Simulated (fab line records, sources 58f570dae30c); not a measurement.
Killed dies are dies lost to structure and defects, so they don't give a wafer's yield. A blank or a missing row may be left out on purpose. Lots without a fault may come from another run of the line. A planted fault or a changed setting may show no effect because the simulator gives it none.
Chamber matching | flow berkeley_cmos170 | UCB170_PWELL_WET_ETCH_19 on wet_bench-01: 3 sister chambers
The step etches Si3N4 in H3PO4, time 14400 s. 3 wafers are shown with their chamber, then 7 later ones without.

WAFERS WITH THEIR CHAMBER
wafer  | chamber | bath_heat_duty_pct (%)
L328.6 | 2       | 27.2
L326.5 | 1       | 24.7
L331.2 | 3       | 30.6

WAFERS WITHOUT THEIR CHAMBER
wafer  | bath_heat_duty_pct (%)
L331.3 | 32.1
L332.1 | 29.2
L332.2 | 31.4
L332.6 | 30.3
L333.3 | 30.6
L333.5 | 30.7
L333.6 | 30.8

WHICH CHAMBER EACH WENT THROUGH
wafer  | from the rows above     | in truth
L331.3 | 3                       | 3
L332.1 | can't be placed: 3 or 2 | 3
L332.2 | 3                       | 3
L332.6 | 3                       | 3
L333.3 | 3                       | 3
L333.5 | 3                       | 3
L333.6 | 3                       | 3
Placed correctly: 6 of 7. Can't be placed from these rows: 1 (the true chamber is among the candidates in 1). Placed wrongly: 0.
How it was worked out, from the rows above alone: a wafer's distance from a chamber is the root of the sum, over the readings, of the square of ((its reading less the chamber's mean) divided by the reading's scatter). The wafer belongs to the nearest chamber; if the next one is less than 2 further off, it can't be placed. A chamber's mean is the mean of its shown wafers. The scatter: with one shown wafer a chamber, the root of the mean of the squares of how far each hidden wafer lies from its nearest shown one.
